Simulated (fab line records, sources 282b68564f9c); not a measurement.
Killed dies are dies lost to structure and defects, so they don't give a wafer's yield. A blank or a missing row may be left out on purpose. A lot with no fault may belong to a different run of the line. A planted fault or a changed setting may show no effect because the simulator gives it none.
A lot that was struck, set against a sound lot | flow rit cmos | 17 out of 202 route steps
Sound: these wafers, L325.1, L325.3, L325.5. Struck: wafers L335.4, L335.5, L335.6. The cause comes at the end.
Order at every step that has rows: each side's tool, ch and its chambers, its first start. Under that, the readings that differ: sound wafers | struck wafers | difference of the means | sigmas: that difference in standard deviations of wafers without a fault.
alike: words and numbers the same on both sides, and readings whose means are apart by under 2 such deviations; not compared: readings that were withheld, readings missing a value for some wafer, numbers with overlapping values and no deviation given by the record, and bounds like >300 which may hide the same value.
A row with sigmas, a row that says differs or no value, or rows on one side alone: a step with any of these is where the two part. Numbers that have no deviation but don't overlap get no sigmas and don't part them. A reading missing from all wafers of one side parts the sides only when that side holds two or more wafers.

RIT_PWELL_TW_MEAS_10:
  sound: film metro-03 at day 2 10:43; struck: film metro-03 at day 4 16:32
  alike: PWELL_TW
then, 1 step without rows for these wafers: RIT_WELLDRIVE_ANNEAL_00 (time 14700 s).
RIT_WELLDRIVE_RS_MEAS_01: the measuring method here is four-point-probe.
  sound: film metro-04 at day 2 16:25; struck: film metro-04 at day 4 22:35
  alike: NWELL_RS
RIT_WELLDRIVE_RS_MEAS_02: the measuring method here is four-point-probe.
  sound: film metro-04 at day 2 16:32; struck: film metro-04 at day 4 22:43
  alike: PWELL_RS
then, 6 steps without rows for these wafers: RIT_NRETRO_HMDS_00 (prime time 60 s); RIT_NRETRO_COAT_01 (resist thk 1300 nm); RIT_NRETRO_SOFTBAKE_02 (time 60 s); RIT_NRETRO_EXPOSE_03 (exposes mask M4, target cd 43900 nm); RIT_NRETRO_PEB_04; RIT_NRETRO_DEVELOP_05 (develop time 68 s).
RIT_NRETRO_OVL_MEAS_06:
  sound: overlay-02 at day 2 17:38; struck: overlay-02 at day 4 23:47
  alike: NRETRO_OVL
then, 1 step without rows for these wafers: RIT_NRETRO_HARDBAKE_07 (time 120 s).
RIT_NRETRO_IMPLANT_08:
  sound on implanter-03 ch 0, day 2 17:55; struck on implanter-01 ch 0, day 5 00:08
  reading            | sound                     | struck                        | difference | sigmas
  dose ions cm2      | 1e+13 9.976e+12 9.996e+12 | 8.527e+12 8.523e+12 8.526e+12 | -1.465e+12 | -99 or more
  faraday current uA | 31.7 32.9 30.5            | 27.4 26.5 27.4                | -4.6       | -7
RIT_NRETRO_STRIP_09: strips in O2, time 180 s.
  sound on plasma asher-04 ch 0,1, day 2 18:04; struck on plasma asher-01 ch 0,1, day 5 00:16
  alike: drypump motor current A
  not compared: rf hours counter h
RIT_NRETRO_TW_MEAS_10:
  sound: film metro-02 at day 2 18:15; struck: film metro-02 at day 5 00:25
  reading   | sound          | struck       | difference | sigmas
  NRETRO_TW | 1043 1039 1044 | 995 1001 994 | -45        | -6
then, 1 step without rows for these wafers: RIT_PRETRO_HMDS_00 (prime time 60 s).
RIT_M1_PROBE_99:
  sound: prober-02 at day 4 03:53; struck: prober-02 at day 6 04:08
  reading                                | sound                | struck               | difference | sigmas
  model.etest.pmos narrow.drive ua um    | 102.3 104.2 100.8    | 107.6 108.1 109.3    | +5.9       |
  model.etest.pmos_0p3.drive ua um       | 102.5 104.2 99.18    | 106.4 106.9 107.5    | +5.0       |
  model.etest.pmos narrow.off log10 a um | -12.77 -12.6 -12.86  | -12.42 -12.56 -12.54 | +0.24      |
  model.etest.pmos_0p3.off log10 a um    | -12.88 -12.78 -12.97 | -12.54 -12.61 -12.53 | +0.32      |
  model.etest.cap p gate.c min ff um2    | 2.334 2.337 2.327    | 2.279 2.273 2.275    | -0.057     |
  alike: killed at contacts, killed at front end, killed dies, killed open, killed short
  not compared: model.etest.well edge right.line ohm um, model.etest.well edge left.line ohm um, model.etest.pmos_0p15.vt sat v

WHERE THEY PART
First at RIT_NRETRO_IMPLANT_08; last, within this record, at RIT_NRETRO_TW_MEAS_10. Later steps at which nothing parts them and some readings are alike: RIT_M1_PROBE_99.

WHY: the cause the simulator had injected
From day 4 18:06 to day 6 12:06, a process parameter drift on implanter-01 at RIT_NRETRO_IMPLANT_08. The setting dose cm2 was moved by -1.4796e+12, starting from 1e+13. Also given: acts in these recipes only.
